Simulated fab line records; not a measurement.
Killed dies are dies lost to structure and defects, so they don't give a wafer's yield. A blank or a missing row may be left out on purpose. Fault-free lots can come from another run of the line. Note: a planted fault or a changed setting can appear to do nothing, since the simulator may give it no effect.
A struck lot beside a sound one -- flow berkeleyCmos170 -- 15 steps out of a route of 331
Sound: the wafers L212.1, L212.5, L212.6. Wafers L205.1, L205.3, L205.5 were the ones struck. The cause comes at the end.
For every step that has rows: the tool of each side, followed by ch and its chambers, followed by its first start. Under that, the readings that differ: sound wafers -- struck wafers -- difference of the means -- sigmas: that difference in standard deviations of wafers without a fault.
alike: readings with means less than 2 such deviations apart, plus words and numbers identical on both sides. not compared: withheld readings, readings lacking a value on some wafer, bounds such as >300 that could conceal the same value, and numbers that have no deviation in the record and whose values overlap.
Wherever a step has rows on one side only, a row that says differs or no value, or a row with sigmas, the two part there. Numbers that have no deviation but don't overlap get no sigmas and don't part them. Lack of a reading on every wafer of one side parts them only where that side has two or more wafers.

UCB170_V2_OVL_MEAS_13:
  sound on overlay-02 at day 12 10:22; struck on overlay-01 at day 11 10:49
  alike: V2_OVL
UCB170_V2_ETCH_14: etches SiO2 in CHF3/CF4/Ar, stops on Al, target depth 1250 nm, time 291 s.
  sound on rieDiel-04 ch 2,3, day 12 10:25; struck on rieDiel-03 ch 0,2,3, day 11 10:51
  alike: CHF3_flow_sccm, drypumpMotorCurrentA, oesProductAu, throttleValvePct
  not compared: rfHoursCounterH
UCB170_V2_STRIP_15: strips in O2.
  sound on plasmaAsher-01 ch 0,1, day 12 10:35; struck on plasmaAsher-01 ch 0,1, day 11 11:02
  alike: chamberPressureMTorr, drypumpMotorCurrentA, oesProductAu, stripTimeToEndpointS
  not compared: rfHoursCounterH
UCB170_V2_CD_MEAS_90: target cd 700 nm.
  sound on cdSem-01 at day 12 10:41; struck on cdSem-02 at day 11 11:11
  alike: cdNm
then, 1 step without rows for these wafers: UCB170_M3_PRE_CLEAN_00 (preclean etch time 60 s).
UCB170_M3_SPUTTER_01: material Al, target thk 900 nm, time 120 s.
  sound on pvdSputter-01 at day 12 10:53; struck on pvdSputter-03 at day 11 11:22
  alike: chamberPressurePa, throttleValvePct
UCB170_M3_RS_MEAS_02: measurement is done with a four-point probe.
  sound on filmMetro-01 at day 12 10:58; struck on filmMetro-02 at day 11 11:27
reading,sound,struck,difference,sigmas
M3_AL_RS (ohm/sq),0.0324 0.0322 0.0321,0.0313 0.0312 0.0312,-0.0010,-2
UCB170_M3_THK_MEAS_03: measures by xrf.
  sound on filmMetro-01 at day 12 11:05; struck on filmMetro-02 at day 11 11:34
reading,sound,struck,difference,sigmas
M3_AL_THK (nm),880 872 874,917 922 918,+44,+3
then, 3 steps without rows for these wafers: UCB170_M3_HMDS_04 (prime time 60 s); UCB170_M3_COAT_05 (resist thk 900 nm); UCB170_M3_SOFTBAKE_06 (time 60 s).
UCB170_M3_STRIP_07: strips in O2.
  sound on plasmaAsher-03 ch 0,1, day 12 11:35; struck on plasmaAsher-01 ch 0,1, day 11 12:05
  alike: chamberPressureMTorr, drypumpMotorCurrentA, oesProductAu, stripTimeToEndpointS
  not compared: rfHoursCounterH
UCB170_M3_STRIP_08: strips KrF in DMSO, time 600 s.
  sound on wetBench-02 ch 2, day 12 11:41; struck on wetBench-02 ch 0, day 11 12:11
  no value came back on the struck wafers for bathGuardTempC (C), bathHeatDutyPct (%); on the sound wafers bathGuardTempC (C) reads 81.0 81.2 81.0
following that, these wafers have no rows for 1 step: UCB170_M3_COAT_09.
UCB170_M3_PROBE_99:
  sound on prober-02 at day 12 13:52; struck on prober-01 at day 11 15:53
reading,sound,struck,difference,sigmas
model.etest.nldd.lineOhmUm,1258 1253 1253,1334 1308 1337,+72,
model.etest.nldd.rsOhmSq,764.8 768.4 763.2,817.5 809.8 820.4,+50.4,
model.etest.nmos_0p35.overlapFfUm,0.2696 0.2663 0.2665,0.2621 0.2631 0.2609,-0.0054,

== WHERE THEY PART ==
At UCB170_M3_RS_MEAS_02 first; at UCB170_M3_STRIP_08 last (within this record only).

WHY: what the simulator had put in
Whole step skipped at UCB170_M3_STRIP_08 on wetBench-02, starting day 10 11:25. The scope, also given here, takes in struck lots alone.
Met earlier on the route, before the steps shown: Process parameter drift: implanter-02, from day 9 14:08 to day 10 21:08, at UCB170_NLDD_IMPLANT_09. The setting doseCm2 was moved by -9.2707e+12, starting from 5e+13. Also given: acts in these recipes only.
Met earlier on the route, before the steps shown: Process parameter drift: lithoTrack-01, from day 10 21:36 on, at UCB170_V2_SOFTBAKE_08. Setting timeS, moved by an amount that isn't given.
